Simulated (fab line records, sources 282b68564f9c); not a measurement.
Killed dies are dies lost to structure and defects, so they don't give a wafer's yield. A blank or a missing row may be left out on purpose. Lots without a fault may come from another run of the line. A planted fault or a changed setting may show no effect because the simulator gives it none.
Which tool did it? | flow rit_cmos | 14 lots, 42 wafers sampled, at 2 steps of a route of 202

WHAT THE GAUGES READ, wafer by wafer
RIT_PWELL_OVL_MEAS_06. Usual: PWELL_OVL -0.5 nm, standard deviation 1.2.
lot  | measured    | on         | PWELL_OVL (nm)                      | flag
L852 | day 2 00:07 | overlay-02 | 1.0 0.0 1.5                         |
L853 | day 2 03:50 | overlay-02 | -0.1 0.3 0.6                        |
L854 | day 2 10:47 | overlay-01 | 0.3 1.9 -0.2                        |
L856 | day 2 19:20 | overlay-01 | -1.1 0.0 -0.4                       |
L857 | day 3 00:15 | overlay-02 | -0.6 -0.7 -0.1                      |
L860 | day 3 15:32 | overlay-02 | 239.4 238.8 239.5 239.7 239.4 240.5 | OFF
L861 | day 3 21:39 | overlay-01 | 239.6 240.2 241.3 240.9 239.6 241.6 | OFF
L864 | day 4 11:07 | overlay-01 | 239.3 241.3 239.5 240.1 242.2 240.5 | OFF
L866 | day 4 23:37 | overlay-01 | 0.3 -0.5 -0.2                       |
L867 | day 5 02:26 | overlay-02 | -1.0 -2.0 -2.6                      |
L872 | day 6 02:40 | overlay-01 | 1.2 -0.6 -0.5                       |
L873 | day 6 09:25 | overlay-02 | 0.1 1.6 2.2                         |
L874 | day 6 14:05 | overlay-01 | -1.9 -1.9 -0.3                      |
L875 | day 6 17:50 | overlay-02 | -1.1 -0.7 -0.9                      |

WHICH TOOL RAN EACH LOT (tool, then ch and the chambers of the sampled wafers, then the start)
lot  | RIT_PWELL_EXPOSE_03
L852 | iline_stepper-01 ch 0, day 1 23:41
L853 | iline_stepper-01 ch 0, day 2 03:24
L854 | iline_stepper-02 ch 0, day 2 10:22
L856 | iline_stepper-02 ch 0, day 2 18:55
L857 | iline_stepper-02 ch 0, day 2 23:49
L860 | iline_stepper-01 ch 0, day 3 15:07
L861 | iline_stepper-01 ch 0, day 3 21:13
L864 | iline_stepper-01 ch 0, day 4 10:43
L866 | iline_stepper-02 ch 0, day 4 23:11
L867 | iline_stepper-02 ch 0, day 5 02:00
L872 | iline_stepper-02 ch 0, day 6 02:14
L873 | iline_stepper-02 ch 0, day 6 09:00
L874 | iline_stepper-02 ch 0, day 6 13:39
L875 | iline_stepper-02 ch 0, day 6 17:26
- RIT_PWELL_EXPOSE_03: exposes mask M3, target cd 43700 nm.

WHAT THE TOOLS THEMSELVES READ (means of the sampled wafers that have a number; where no wafer has one, the mark that the record gives instead)
The record holds no such reading with a usual standard deviation.

THE ANSWER, worked out from the rows above alone
Rule: a lot is off if the mean of its wafers that have a number lies more than 3 standard deviations from the usual mean. A lot without any number at a reading at which 4 lots or more have one is off too. The other lots that the step has rows for count as sound. The gauges are gone through in route order, then the tools' own readings, and for those a lot's mean is taken as printed above. The first step at which some lot is off is used, and at that step the reading that is off furthest; a lot without a number counts as furthest.
Off: L860, L861, L864, at RIT_PWELL_OVL_MEAS_06 (PWELL_OVL).
A tool fits if, at a process step before that reading, it ran every lot that is off, and no sound lot after the first of them. The gauges at RIT_PWELL_OVL_MEAS_06 are tried like those tools. One fits: iline_stepper-01 at RIT_PWELL_EXPOSE_03. Its last sound lot is L853 (day 2 03:24), its first lot that is off L860 (day 3 15:07): a fault that began between those two fits.

WHAT THE SIMULATOR HAD PUT IN
Scanner matching overlay: iline_stepper-01, from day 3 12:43 on, at RIT_PWELL_EXPOSE_03. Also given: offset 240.
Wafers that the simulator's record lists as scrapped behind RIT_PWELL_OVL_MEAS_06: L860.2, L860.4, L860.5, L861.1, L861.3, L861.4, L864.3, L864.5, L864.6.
Lots struck among those shown: L860, L861, L864. The rule above found the same.
